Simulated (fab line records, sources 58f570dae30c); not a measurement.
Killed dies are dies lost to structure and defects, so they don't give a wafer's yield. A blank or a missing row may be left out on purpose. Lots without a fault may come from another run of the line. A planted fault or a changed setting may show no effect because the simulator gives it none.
fab line records | flow berkeley_cmos170
record lots=5 wafers=23
route steps=331 shown V1@263 M2@289 V2@294 M3@310
start_h: hours from the record's first day to the start of the lot's first wafer shown | wait_h: hours since the lot's step before | " the same as in the row above | L1.1+2: a row that stands for several wafers | - no value, or no start given | * or withheld: withheld | < > ~ a bound
route shown NAME@n: a module of which the file shows steps, and the number in the route of the first | usual: mean/standard deviation of fault-free wafers | same: alike in all rows | chamber/n: place in a boat | sites: the reading at each site | _std_site: their standard deviation | _edge_site: outer sites' mean less inner sites' | radius_mm: how far each site lies from the wafer's centre | mask NAME#n: copy n | behind: the tool/chamber that last shaped the wafer | hold: why the lot was held/for how many hours/how that ended | device: the transistor (n, p or np) that didn't switch | end of line: the same wafers' tests at the end of the route | a step without rows: its recipe alone | killed: dies lost to structure and defects at the first sort, not the wafer's yield | map: a wafer's dies, x killed, . not, _ none there
set.NAME: the setting as run; set.NAME@STEP: as run at that earlier step | model.NAME: the simulator's own value behind a step, which no gauge read
lots whose settings were changed on purpose; a table a step, a row a wafer
## steps
# step UCB170_V1_EXPOSE_09
# recipe mask_id=VIA1 target_cd_nm=700 na=0.5 sigma_outer=0.6 source_shape=conventional dose_mj=37
# columns lot.wafer tool chamber start_h wait_h mask set.dose_mj
L074.1+5+6 krf_scanner-02 0 153.45 0.5 VIA1#0 37
L074.2+3 " 0 " " VIA1#0 35.5
L076.2+5 krf_scanner-01 0 166.49 0.2 VIA1#0 37
L076.3+4+6 " 0 " " VIA1#0 34.36
L084.1+3+6 krf_scanner-02 0 210.15 0.4 VIA1#0 37
L085.1+2+4+5+6 krf_scanner-01 0 210.39 0.3 VIA1#0 37
L083.1+5 krf_scanner-02 0 210.63 0.4 VIA1#0 39.21
L083.3+4+6 " 0 " " VIA1#0 37
# step UCB170_V1_PEB_10
# recipe peb_temp_c=130 peb_time_s=withheld resist=KrF
# step UCB170_V1_DEVELOP_11
# recipe developer=TMAH develop_time_s=45 resist=KrF dev_temp_c=21
# step UCB170_V1_CD_MEAS_12
# recipe target_cd_nm=700
# usual cd_nm=699.9/1.2
# columns lot.wafer tool chamber start_h wait_h set.dose_mj@V1_EXPOSE_09 cd_nm
L074.1 cd_sem-02 - 153.84 - 37 702.0
L074.2 " - " " 35.5 694.7
L074.3 " - " " 35.5 693.9
L074.5 " - " " 37 701.0
L074.6 " - " " 37 701.4
L076.2 cd_sem-01 - 166.96 - 37 698.3
L076.3 " - " " 34.36 685.7
L076.4 " - " " 34.36 685.8
L076.5 " - " " 37 699.9
L076.6 " - " " 34.36 686.0
L084.1 cd_sem-01 - 210.69 - 37 698.8
L084.3 " - " " 37 699.3
L084.6 " - " " 37 697.8
L085.1 cd_sem-02 - 210.79 - 37 700.6
L085.2 " - " " 37 701.1
L085.4 " - " " 37 700.5
L085.5 " - " " 37 700.0
L085.6 " - " " 37 700.5
L083.1 cd_sem-02 - 211.06 - 39.21 710.0
L083.3 " - " " 37 700.7
L083.4 " - " " 37 701.6
L083.5 " - " " 39.21 710.1
L083.6 " - " " 37 700.6
# step UCB170_V1_ETCH_14
# recipe chemistry=CHF3/CF4/Ar target=SiO2 stop_on=Al CHF3_flow_sccm=45 cf4_flow_sccm=15 Ar_flow_sccm=150 pressure_mtorr=200 rf_w=700 target_depth_a=12500 over_etch_frac=0.25 time_s=291
# columns lot.wafer tool chamber start_h wait_h set.dose_mj@V1_EXPOSE_09 model.V1.cd_nm
L074.1 rie_diel-03 2 154.00 0.0 37 701.1
L074.2 " 0 " " 35.5 694.6
L074.3 " 1 " " 35.5 694.9
L074.5 " 0 " " 37 700.9
L074.6 " 1 " " 37 702
L076.2 rie_diel-04 3 167.09 0.0 37 698.2
L076.3 " 0 " " 34.36 685.7
L076.4 " 2 " " 34.36 686.5
L076.5 " 0 " " 37 699.7
L076.6 " 1 " " 34.36 685.3
L084.1+6 rie_diel-02 1 210.85 0.0 37 698.1
L084.3 " 2 " " 37 699
L085.1 rie_diel-03 3 210.94 0.0 37 700.4
L085.2 " 0 " " 37 700.9
L085.4 " 1 " " 37 701
L085.5 " 1 " " 37 700
L085.6 " 2 " " 37 700.2
L083.1 rie_diel-04 2 211.22 0.0 39.21 710
L083.3 " 3 " " 37 700.5
L083.4 " 2 " " 37 702.8
L083.5 " 1 " " 39.21 709.7
L083.6 " 3 " " 37 700.8
# step UCB170_V1_STRIP_15
# recipe chemistry=O2 power_w=400 pressure_mtorr=3500 platen_temp_c=withheld o2_flow_sccm=400 overash_fraction=0.5
# step UCB170_V1_CD_MEAS_90
# recipe target_cd_nm=700
# usual cd_nm=700.0/1.3
# columns lot.wafer tool chamber start_h wait_h set.dose_mj@V1_EXPOSE_09 cd_nm
L074.1 cd_sem-01 - 154.28 0.1 37 701.1
L074.2 " - " " 35.5 694.6
L074.3 " - " " 35.5 694.8
L074.5 " - " " 37 701.0
L074.6 " - " " 37 702.0
L076.2 cd_sem-01 - 167.39 0.1 37 698.1
L076.3 " - " " 34.36 686.2
L076.4 " - " " 34.36 686.3
L076.5 " - " " 37 699.4
L076.6 " - " " 34.36 685.2
L084.1 cd_sem-01 - 211.13 0.1 37 697.9
L084.3 " - " " 37 698.7
L084.6 " - " " 37 697.7
L085.1 cd_sem-02 - 211.22 0.1 37 700.0
L085.2 " - " " 37 701.0
L085.4 " - " " 37 700.9
L085.5 " - " " 37 699.9
L085.6 " - " " 37 700.3
L083.1 cd_sem-01 - 211.49 0.1 39.21 710.2
L083.3 " - " " 37 700.5
L083.4 " - " " 37 702.7
L083.5 " - " " 39.21 709.8
L083.6 " - " " 37 700.8
# step UCB170_M2_METAL_ETCH_18
# recipe chemistry=Cl2/BCl3 target=Al stop_on=SiO2 pressure_mtorr=12 target_depth_a=11700 over_etch_frac=0.3 time_s=195 icp_w=600 bias_w=120 Cl2_flow_sccm=90 bcl3_flow_sccm=45
# columns lot.wafer tool chamber start_h wait_h set.over_etch_frac model.KrF_of_M2_COAT_10.thk_nm
L074.1 rie_metal-04 0 156.70 - 0.2548 244.2
L074.2 " 0 " " 0.2548 236.4
L074.3 " 0 " " 0.3 215.1
L074.5 " 0 " " 0.3 211
L074.6 " 0 " " 0.3 221
L076.2 rie_metal-01 1 169.76 - 0.2105 267.3
L076.3 " 0 " " 0.2105 257.4
L076.4 " 1 " " 0.2105 268.3
L076.5 " 0 " " 0.3 203.4
L076.6 " 1 " " 0.3 218.4
L084.1 rie_metal-04 0 213.49 - 0.3 223.5
L084.3 " 0 " " 0.3 225
L084.6 " 0 " " 0.3 216.4
L085.1 rie_metal-03 1 213.61 - 0.3 225.6
L085.2 " 0 " " 0.3 217.8
L085.4+5 " 0 " " 0.3 218.8
L085.6 " 1 " " 0.3 231
L083.1 rie_metal-01 0 214.03 - 0.2692 218.5
L083.3 " 1 " " 0.2692 235.8
L083.4 " 0 " " 0.2692 219.8
L083.5 " 0 " " 0.3 207.7
L083.6 " 1 " " 0.3 221.6
# step UCB170_M2_STRIP_19
# recipe chemistry=O2 power_w=400 pressure_mtorr=3500 platen_temp_c=withheld o2_flow_sccm=400 overash_fraction=0.5
# usual oes_product_au=0.548/0.0095
# columns lot.wafer tool chamber start_h wait_h set.over_etch_frac@M2_METAL_ETCH_18 oes_product_au
L074.1 plasma_asher-02 0 157.08 0.3 0.2548 0.572
L074.2 " 1 " " 0.2548 0.577
L074.3 " 0 " " 0.3 0.548
L074.5 " 0 " " 0.3 0.544
L074.6 " 1 " " 0.3 0.552
L076.2 plasma_asher-02 1 169.95 0.1 0.2105 0.601
L076.3 " 0 " " 0.2105 0.597
L076.4 " 1 " " 0.2105 0.589
L076.5 " 0 " " 0.3 0.536
L076.6 " 1 " " 0.3 0.546
L084.1 plasma_asher-04 0 213.68 0.1 0.3 0.551
L084.3 " 0 " " 0.3 0.557
L084.6 " 1 " " 0.3 0.542
L085.1 plasma_asher-02 0 213.80 0.1 0.3 0.558
L085.2 " 1 " " 0.3 0.548
L085.4 " 0 " " 0.3 0.553
L085.5 " 1 " " 0.3 0.559
L085.6 " 0 " " 0.3 0.560
L083.1 plasma_asher-01 0 214.22 0.1 0.2692 0.555
L083.3 " 1 " " 0.2692 0.568
L083.4 " 0 " " 0.2692 0.543
L083.5 " 0 " " 0.3 0.542
L083.6 " 1 " " 0.3 0.562
# step UCB170_V2_CMP_02
# recipe material=SiO2 down_force_psi=6 platen_rpm=60 pad_velocity_m_s=0.75398
# columns lot.wafer tool chamber start_h wait_h set.leave_above_ref_nm model.SiO2_of_V2_CVD_00.thk_nm
L074.2 cmp-02 1 157.56 0.1 939.7 939
L074.3 " 2 " " 1000 1003
L074.1 " 3 " " 939.7 940.4
L074.6 " 0 " " 939.7 940.7
L074.5 " 1 " " 1000 1001
L076.3 cmp-02 2 170.38 0.0 976.8 -
L076.4 " 3 " " 1000 999.6
L076.2 " 1 " " 1000 999.1
L076.6 " 2 " " 1000 -
L076.5 " 3 " " 976.8 977.1
L084.3 cmp-01 1 214.25 0.2 1000 998.1
L084.1 " 2 " " 1000 997.7
L084.6 " 3 " " 1000 999.4
L085.4 cmp-01 3 214.45 0.2 949 947.9
L085.1 " 1 " " 949 950
L085.2+5 " 2,3 " " 1000 -
L085.6 " 0 " " 949 -
L083.4+5 cmp-01 3 214.75 0.1 1063 1063
L083.1 " 0 " " 1000 1001
L083.3 " 1 " " 1063 1064
L083.6 " 0 " " 1000 999.6
# step UCB170_V2_THK_MEAS_04
# recipe reads=SiO2_of_V2_CVD_00
# usual V2_POLISHED_THK=999.8/0.96
# columns lot.wafer tool chamber start_h wait_h set.leave_above_ref_nm@V2_CMP_02 V2_POLISHED_THK[nm]
L074.1 film_metro-03 - 157.93 0.1 939.7 940.0
L074.2 " - " " 939.7 939.5
L074.3 " - " " 1000 1001.9
L074.5 " - " " 1000 1001.3
L074.6 " - " " 939.7 940.0
L076.2 film_metro-02 - 170.81 0.1 1000 998.6
L076.3 " - " " 976.8 975.7
L076.4 " - " " 1000 999.1
L076.5 " - " " 976.8 977.8
L076.6 " - " " 1000 1000.0
L084.1 film_metro-03 - 214.57 0.1 1000 997.7
L084.3 " - " " 1000 998.2
L084.6 " - " " 1000 999.4
L085.1 film_metro-02 - 214.87 0.1 949 950.0
L085.2 " - " " 1000 998.8
L085.4 " - " " 949 947.7
L085.5 " - " " 1000 999.9
L085.6 " - " " 949 948.6
L083.1 film_metro-03 - 215.17 0.1 1000 1001.1
L083.3 " - " " 1063 1062.7
L083.4 " - " " 1063 1063.0
L083.5 " - " " 1063 1062.6
L083.6 " - " " 1000 999.7
# step UCB170_V2_PEB_10
# recipe peb_temp_c=130 peb_time_s=withheld resist=KrF
# columns lot.wafer tool chamber start_h wait_h set.peb_temp_c
L074.1+3 litho_track-04 0 159.06 0.1 130
L074.2+5+6 " 0 " " 133
L076.2+3+5 litho_track-02 0 171.64 0.1 131
L076.4+6 " 0 " " 130
L084.1+3+6 litho_track-02 0 215.50 0.1 130
L085.1+2+4+5+6 litho_track-04 0 216.11 0.3 130
L083.1+4 litho_track-02 0 216.50 0.1 132.4
L083.3+5+6 " 0 " " 130
# step UCB170_V2_DEVELOP_11
# recipe developer=TMAH develop_time_s=45 resist=KrF dev_temp_c=21
# step UCB170_V2_CD_MEAS_12
# recipe target_cd_nm=700
# usual cd_nm=699.7/1.1
# columns lot.wafer tool chamber start_h wait_h set.peb_temp_c@V2_PEB_10 cd_nm
L074.1 cd_sem-02 - 159.33 - 130 700.5
L074.2 " - " " 133 716.9
L074.3 " - " " 130 699.3
L074.5 " - " " 133 718.0
L074.6 " - " " 133 717.3
L076.2 cd_sem-02 - 171.91 - 131 705.2
L076.3 " - " " 131 704.7
L076.4 " - " " 130 699.7
L076.5 " - " " 131 706.2
L076.6 " - " " 130 698.6
L084.1 cd_sem-01 - 215.77 - 130 697.9
L084.3 " - " " 130 698.2
L084.6 " - " " 130 697.8
L085.1 cd_sem-02 - 216.38 - 130 700.7
L085.2 " - " " 130 699.3
L085.4 " - " " 130 699.0
L085.5 " - " " 130 698.8
L085.6 " - " " 130 698.6
L083.1 cd_sem-02 - 216.77 - 132.4 715.7
L083.3 " - " " 130 698.7
L083.4 " - " " 132.4 714.4
L083.5 " - " " 130 699.2
L083.6 " - " " 130 699.2
# step UCB170_V2_ETCH_14
# recipe chemistry=CHF3/CF4/Ar target=SiO2 stop_on=Al CHF3_flow_sccm=45 cf4_flow_sccm=15 Ar_flow_sccm=150 pressure_mtorr=200 rf_w=680.2 target_depth_a=12500 over_etch_frac=0.25 time_s=291
# usual oes_product_au=0.875/0.015
# columns lot.wafer tool chamber start_h wait_h set.leave_above_ref_nm@V2_CMP_02 set.peb_temp_c@V2_PEB_10 oes_product_au model.V2.feature_depth_nm model.etch.depth_nm model.V2.cd_nm
L074.1 rie_diel-03 1 159.49 0.0 939.7 130 0.871 940.4 940.4 701
L074.2 " 0 " " 939.7 133 0.863 939 939 717
L074.3 " 3 " " 1000 130 0.865 1003 1003 698.8
L074.5 " 1 " " 1000 133 0.893 1001 1001 718.2
L074.6 " 2 " " 939.7 133 0.838 940.7 940.7 717.3
L076.2 rie_diel-04 1 172.05 0.0 1000 131 0.870 999.1 999.1 705
L076.3 " 3 " " 976.8 131 0.839 976.2 - 704.6
L076.4 " 2 " " 1000 130 0.870 999.6 999.6 699.2
L076.5 " 3 " " 976.8 131 0.840 977.1 977.1 705.5
L076.6 " 1 " " 1000 130 0.870 1000 - 698.1
L084.1 rie_diel-03 0 215.93 0.0 1000 130 0.890 997.7 997.7 697.4
L084.3 " 2 " " 1000 130 0.882 998.1 998.1 698.7
L084.6 " 2 " " 1000 130 0.872 999.4 999.4 697.2
L085.1 rie_diel-04 3 216.54 0.0 949 130 0.833 950 950 699.4
L085.2 " 1 " " 1000 130 0.871 999.1 - 698.4
L085.4 " 3 " " 949 130 0.826 947.9 947.9 698.1
L085.5 " 2 " " 1000 130 0.873 999.8 - 697.9
L085.6 " 1 " " 949 130 0.843 948.6 - 697.3
L083.1 rie_diel-04 3 216.93 0.0 1000 132.4 0.858 1001 1001 714.7
L083.3 " 1 " " 1063 130 0.908 1064 1064 698
L083.4 " 1 " " 1063 132.4 0.898 1063 1063 713.6
L083.5 " 2 " " 1063 130 0.905 1063 1063 699.6
L083.6 " 3 " " 1000 130 0.850 999.6 999.6 697.5
# step UCB170_V2_STRIP_15
# recipe chemistry=O2 power_w=400 pressure_mtorr=3500 platen_temp_c=withheld o2_flow_sccm=400 overash_fraction=0.5
# step UCB170_V2_CD_MEAS_90
# recipe target_cd_nm=700
# usual cd_nm=699.3/1.2
# columns lot.wafer tool chamber start_h wait_h set.peb_temp_c@V2_PEB_10 cd_nm
L074.1 cd_sem-01 - 159.77 0.1 130 701.1
L074.2 " - " " 133 716.8
L074.3 " - " " 130 698.6
L074.5 " - " " 133 717.8
L074.6 " - " " 133 716.9
L076.2 cd_sem-02 - 172.35 0.1 131 704.6
L076.3 " - " " 131 704.5
L076.4 " - " " 130 699.5
L076.5 " - " " 131 705.6
L076.6 " - " " 130 697.9
L084.1 cd_sem-01 - 216.21 0.1 130 697.4
L084.3 " - " " 130 698.7
L084.6 " - " " 130 697.1
L085.1 cd_sem-01 - 216.82 0.1 130 699.8
L085.2 " - " " 130 698.4
L085.4 " - " " 130 698.1
L085.5 " - " " 130 697.7
L085.6 " - " " 130 697.4
L083.1 cd_sem-01 - 217.21 0.1 132.4 714.7
L083.3 " - " " 130 698.6
L083.4 " - " " 132.4 713.6
L083.5 " - " " 130 699.4
L083.6 " - " " 130 697.7
# step UCB170_M3_SPUTTER_01
# recipe material=Al target_thk_nm=900 time_s=120 power_w=6000 chamber_pressure_pa=0.5
# columns lot.wafer tool chamber start_h wait_h set.power_w model.Al_of_M3_SPUTTER_01.thk_nm
L074.1 pvd_sputter-04 - 159.95 0.0 6000 904.7
L074.2 " - " " 6000 910.1
L074.3 " - " " 6000 903.8
L074.5 " - " " 6000 909.1
L074.6 " - " " 6000 914
L076.2 pvd_sputter-01 - 172.52 0.0 6000 900
L076.3 " - " " 5351 804.8
L076.4 " - " " 6000 913.6
L076.5 " - " " 6000 903
L076.6 " - " " 5351 806
L084.1 pvd_sputter-04 - 216.39 0.0 6000 926.9
L084.3 " - " " 6000 915.2
L084.6 " - " " 6000 920.2
L085.1 pvd_sputter-01 - 217.01 0.0 6000 891
L085.2 " - " " 6376 946.6
L085.4 " - " " 6000 897.3
L085.5 " - " " 6376 949.3
L085.6 " - " " 6376 948.8
L083.1 pvd_sputter-03 - 217.39 0.0 6000 898.5
L083.3 " - " " 6000 907.5
L083.4 " - " " 6000 892.2
L083.5 " - " " 6000 899.6
L083.6 " - " " 6000 899.2
# step UCB170_M3_RS_MEAS_02
# recipe thk_meas_gauge=four-point-probe reads=Al_of_M3_SPUTTER_01
# usual M3_AL_RS=0.0320/0.0003
# columns lot.wafer tool chamber start_h wait_h set.power_w@M3_SPUTTER_01 M3_AL_RS[ohm/sq]
L074.1 film_metro-04 - 160.04 0.0 6000 0.0319
L074.2 " - " " 6000 0.0318
L074.3 " - " " 6000 0.0320
L074.5 " - " " 6000 0.0318
L074.6 " - " " 6000 0.0317
L076.2 film_metro-02 - 172.62 0.1 6000 0.0321
L076.3 " - " " 5351 0.0360
L076.4 " - " " 6000 0.0317
L076.5 " - " " 6000 0.0321
L076.6 " - " " 5351 0.0360
L084.1 film_metro-01 - 216.48 0.0 6000 0.0312
L084.3 " - " " 6000 0.0316
L084.6 " - " " 6000 0.0315
L085.1 film_metro-02 - 217.09 0.0 6000 0.0325
L085.2 " - " " 6376 0.0305
L085.4 " - " " 6000 0.0322
L085.5 " - " " 6376 0.0305
L085.6 " - " " 6376 0.0305
L083.1 film_metro-02 - 217.48 0.0 6000 0.0322
L083.3 " - " " 6000 0.0319
L083.4 " - " " 6000 0.0324
L083.5 " - " " 6000 0.0321
L083.6 " - " " 6000 0.0322
# step UCB170_M3_THK_MEAS_03
# recipe thk_meas_gauge=xrf reads=Al_of_M3_SPUTTER_01
# usual M3_AL_THK=912/10
# columns lot.wafer tool chamber start_h wait_h set.power_w@M3_SPUTTER_01 M3_AL_THK[nm]
L074.1 film_metro-04 - 160.16 0.1 6000 918
L074.2 " - " " 6000 919
L074.3 " - " " 6000 905
L074.5 " - " " 6000 924
L074.6 " - " " 6000 929
L076.2 film_metro-02 - 172.73 0.1 6000 906
L076.3 " - " " 5351 806
L076.4 " - " " 6000 924
L076.5 " - " " 6000 908
L076.6 " - " " 5351 807
L084.1 film_metro-01 - 216.60 0.1 6000 927
L084.3 " - " " 6000 915
L084.6 " - " " 6000 924
L085.1 film_metro-02 - 217.21 0.1 6000 896
L085.2 " - " " 6376 950
L085.4 " - " " 6000 902
L085.5 " - " " 6376 950
L085.6 " - " " 6376 952
L083.1 film_metro-02 - 217.60 0.1 6000 895
L083.3 " - " " 6000 911
L083.4 " - " " 6000 901
L083.5 " - " " 6000 908
L083.6 " - " " 6000 904
## key
split step=UCB170_V1_EXPOSE_09 setting=dose_mj stated=37 by=wafer
response step=UCB170_V1_CD_MEAS_12 reading=cd_nm change=+1.73 per=1% r=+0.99
response step=UCB170_V1_ETCH_14 reading=model.V1.cd_nm change=+1.66 per=1% r=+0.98
response step=UCB170_V1_CD_MEAS_90 reading=cd_nm change=+1.65 per=1% r=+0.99
split step=UCB170_M2_METAL_ETCH_18 setting=over_etch_frac stated=0.3 by=wafer
response step=UCB170_M2_METAL_ETCH_18 reading=model.KrF_of_M2_COAT_10.thk_nm change=-1.69 per=1% r=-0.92
response step=UCB170_M2_STRIP_19 reading=oes_product_au change=-0.00169 per=1% r=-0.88
split step=UCB170_V2_CMP_02 setting=leave_above_ref_nm stated=1000 by=wafer
response step=UCB170_V2_CMP_02 reading=model.SiO2_of_V2_CVD_00.thk_nm change=+10.1 per=1% r=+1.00
response step=UCB170_V2_THK_MEAS_04 reading=V2_POLISHED_THK change=+10 per=1% r=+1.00
response step=UCB170_V2_ETCH_14 reading=oes_product_au change=+0.0066 per=1% r=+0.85
response step=UCB170_V2_ETCH_14 reading=model.V2.feature_depth_nm change=+10.1 per=1% r=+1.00
response step=UCB170_V2_ETCH_14 reading=model.etch.depth_nm change=+10.1 per=1% r=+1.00
split step=UCB170_V2_PEB_10 setting=peb_temp_c stated=130 by=wafer
response step=UCB170_V2_CD_MEAS_12 reading=cd_nm change=+8.02 per=1% r=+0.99
response step=UCB170_V2_ETCH_14 reading=model.V2.cd_nm change=+8.02 per=1% r=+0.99
response step=UCB170_V2_CD_MEAS_90 reading=cd_nm change=+7.89 per=1% r=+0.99
split step=UCB170_M3_SPUTTER_01 setting=power_w stated=6000 by=wafer
response step=UCB170_M3_SPUTTER_01 reading=model.Al_of_M3_SPUTTER_01.thk_nm change=+9.1 per=1% r=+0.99
response step=UCB170_M3_RS_MEAS_02 reading=M3_AL_RS change=-0.000352 per=1% r=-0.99
response step=UCB170_M3_THK_MEAS_03 reading=M3_AL_THK change=+9.41 per=1% r=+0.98
